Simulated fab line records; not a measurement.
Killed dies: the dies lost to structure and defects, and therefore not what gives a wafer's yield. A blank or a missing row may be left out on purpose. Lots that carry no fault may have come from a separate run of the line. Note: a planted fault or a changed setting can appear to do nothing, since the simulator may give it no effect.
Split-lot experiment :: flow rit_cmos :: 23 wafers read from 5 lots, route of 202 steps

ABOUT THE SPLIT
At RIT_NWELL_COAT_01 (resist thk 1300 nm), the setting spin_rpm was moved away from the recipe's 2000 rpm on 9 of the 23 wafers read, by -6.5% to +7.4%. All remaining wafers had this setting at the recipe value.

FROM THE SPLIT TO THE READING: what the file shows between them, 3 steps
- RIT_NWELL_SOFTBAKE_02: time 60 s
- RIT_NWELL_EXPOSE_03: exposes mask M2, target cd 43900 nm
- RIT_NWELL_DEVELOP_05: develop time 68 s

THE READING
NOVOLAK_of_NWELL_COAT_01.thk_nm (the simulator's own value, which no gauge read), in nm, at RIT_NWELL_HARDBAKE_07 (time 120 s). There is no usual value for it anywhere in the file. The 14 wafers here that ran the recipe average 1137 nm, standard deviation 3.1 nm.

wafer: L075.1
tool, chamber at the split: litho_track-02, 0
spin_rpm as run, rpm: 2000
against the recipe: recipe
NOVOLAK_of_NWELL_COAT_01.thk_nm, nm: 1133
against lot-mates on the recipe: -

wafer: L075.2
tool, chamber at the split: litho_track-02, 0
spin_rpm as run, rpm: 2000
against the recipe: recipe
NOVOLAK_of_NWELL_COAT_01.thk_nm, nm: 1135
against lot-mates on the recipe: -

wafer: L075.3
tool, chamber at the split: litho_track-02, 0
spin_rpm as run, rpm: 2000
against the recipe: recipe
NOVOLAK_of_NWELL_COAT_01.thk_nm, nm: 1135
against lot-mates on the recipe: -

wafer: L075.5
tool, chamber at the split: litho_track-02, 0
spin_rpm as run, rpm: 2000
against the recipe: recipe
NOVOLAK_of_NWELL_COAT_01.thk_nm, nm: 1135
against lot-mates on the recipe: -

wafer: L075.6
tool, chamber at the split: litho_track-02, 0
spin_rpm as run, rpm: 2000
against the recipe: recipe
NOVOLAK_of_NWELL_COAT_01.thk_nm, nm: 1138
against lot-mates on the recipe: -

wafer: L076.1
tool, chamber at the split: litho_track-04, 0
spin_rpm as run, rpm: 2000
against the recipe: recipe
NOVOLAK_of_NWELL_COAT_01.thk_nm, nm: 1145
against lot-mates on the recipe: -

wafer: L076.3
tool, chamber at the split: litho_track-04, 0
spin_rpm as run, rpm: 2000
against the recipe: recipe
NOVOLAK_of_NWELL_COAT_01.thk_nm, nm: 1138
against lot-mates on the recipe: -

wafer: L076.6
tool, chamber at the split: litho_track-04, 0
spin_rpm as run, rpm: 2000
against the recipe: recipe
NOVOLAK_of_NWELL_COAT_01.thk_nm, nm: 1140
against lot-mates on the recipe: -

wafer: L077.1
tool, chamber at the split: litho_track-02, 0
spin_rpm as run, rpm: 2000
against the recipe: recipe
NOVOLAK_of_NWELL_COAT_01.thk_nm, nm: 1135
against lot-mates on the recipe: -

wafer: L077.3
tool, chamber at the split: litho_track-02, 0
spin_rpm as run, rpm: 1871
against the recipe: -6.5%
NOVOLAK_of_NWELL_COAT_01.thk_nm, nm: 1177
against lot-mates on the recipe: +40

wafer: L077.4
tool, chamber at the split: litho_track-02, 0
spin_rpm as run, rpm: 1871
against the recipe: -6.5%
NOVOLAK_of_NWELL_COAT_01.thk_nm, nm: 1172
against lot-mates on the recipe: +35

wafer: L077.5
tool, chamber at the split: litho_track-02, 0
spin_rpm as run, rpm: 2000
against the recipe: recipe
NOVOLAK_of_NWELL_COAT_01.thk_nm, nm: 1139
against lot-mates on the recipe: -

wafer: L077.6
tool, chamber at the split: litho_track-02, 0
spin_rpm as run, rpm: 1871
against the recipe: -6.5%
NOVOLAK_of_NWELL_COAT_01.thk_nm, nm: 1176
against lot-mates on the recipe: +39

wafer: L080.1
tool, chamber at the split: litho_track-04, 0
spin_rpm as run, rpm: 1909
against the recipe: -4.5%
NOVOLAK_of_NWELL_COAT_01.thk_nm, nm: 1166
against lot-mates on the recipe: +32

wafer: L080.2
tool, chamber at the split: litho_track-04, 0
spin_rpm as run, rpm: 2000
against the recipe: recipe
NOVOLAK_of_NWELL_COAT_01.thk_nm, nm: 1133
against lot-mates on the recipe: -

wafer: L080.3
tool, chamber at the split: litho_track-04, 0
spin_rpm as run, rpm: 1909
against the recipe: -4.5%
NOVOLAK_of_NWELL_COAT_01.thk_nm, nm: 1163
against lot-mates on the recipe: +28

wafer: L080.4
tool, chamber at the split: litho_track-04, 0
spin_rpm as run, rpm: 2000
against the recipe: recipe
NOVOLAK_of_NWELL_COAT_01.thk_nm, nm: 1136
against lot-mates on the recipe: -

wafer: L080.6
tool, chamber at the split: litho_track-04, 0
spin_rpm as run, rpm: 1909
against the recipe: -4.5%
NOVOLAK_of_NWELL_COAT_01.thk_nm, nm: 1161
against lot-mates on the recipe: +26

wafer: L084.1
tool, chamber at the split: litho_track-03, 0
spin_rpm as run, rpm: 2000
against the recipe: recipe
NOVOLAK_of_NWELL_COAT_01.thk_nm, nm: 1136
against lot-mates on the recipe: -

wafer: L084.2
tool, chamber at the split: litho_track-03, 0
spin_rpm as run, rpm: 2000
against the recipe: recipe
NOVOLAK_of_NWELL_COAT_01.thk_nm, nm: 1134
against lot-mates on the recipe: -

wafer: L084.4
tool, chamber at the split: litho_track-03, 0
spin_rpm as run, rpm: 2148
against the recipe: +7.4%
NOVOLAK_of_NWELL_COAT_01.thk_nm, nm: 1092
against lot-mates on the recipe: -43

wafer: L084.6
tool, chamber at the split: litho_track-03, 0
spin_rpm as run, rpm: 2148
against the recipe: +7.4%
NOVOLAK_of_NWELL_COAT_01.thk_nm, nm: 1092
against lot-mates on the recipe: -43

wafer: L084.5
tool, chamber at the split: litho_track-03, 0
spin_rpm as run, rpm: 2148
against the recipe: +7.4%
NOVOLAK_of_NWELL_COAT_01.thk_nm, nm: 1095
against lot-mates on the recipe: -40

FIT RESULTS
A straight line over all 23 wafers: NOVOLAK_of_NWELL_COAT_01.thk_nm changes by -5.91 nm for each +1% of spin_rpm; r = -0.99; the points scatter about the line by 2.8 nm.
The same after taking each lot's own level away (the mean of its wafers on the recipe; 23 wafers): -5.85 nm for each +1%; r = -1.00; scatter 2.2 nm.
According to that fit, moving spin_rpm by its largest amount changes the reading by 43 nm.
Measured against the standard deviation above, the lots' own levels, which go from 1134.5 to 1141.0 nm, span 2.1 times it.
So the lot-to-lot level changes the slope little: the two slopes agree.
Check: -42.8 nm against its lot-mates is what the line predicts for one of the wafers moved furthest among these (+7.4%) when that wafer is left out of the fit. It came out at -43 nm against them.

THESE WAFERS: OTHER SPLITS
Note: prior to the reading, these wafers also went through further splits. Each is held against what the fit with the lots' levels taken away leaves over:
other split on the same wafers: RIT_ACTIVE_CVD_03 time_s
wafers away from the commonest value: 15
r with NOVOLAK_of_NWELL_COAT_01.thk_nm (lot level and that fit taken away): +0.21

other split on the same wafers: RIT_ACTIVE_DEVELOP_10 dev_temp_c
wafers away from the commonest value: 8
r with NOVOLAK_of_NWELL_COAT_01.thk_nm (lot level and that fit taken away): +0.08

other split on the same wafers: RIT_FOX2_OXIDATION_00 temp_c
wafers away from the commonest value: 18
r with NOVOLAK_of_NWELL_COAT_01.thk_nm (lot level and that fit taken away): -0.06

THE WHOLE CHAIN: every reading that the file lists as answering this split, in the file's order
step: RIT_NWELL_COAT_01
what it does: resist thk 1300 nm
reading: NOVOLAK_of_NWELL_COAT_01.thk_nm (the simulator's own value, which no gauge read)
change (the file's fit): -6.8 nm for each +1% of the setting
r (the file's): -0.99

step: RIT_NWELL_HARDBAKE_07
what it does: time 120 s
reading: NOVOLAK_of_NWELL_COAT_01.thk_nm (the simulator's own value, which no gauge read)
change (the file's fit): -5.85 nm for each +1% of the setting
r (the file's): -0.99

FILE'S OWN FIT
NOVOLAK_of_NWELL_COAT_01.thk_nm changes by -5.85 nm for each +1% of spin_rpm, r = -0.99.
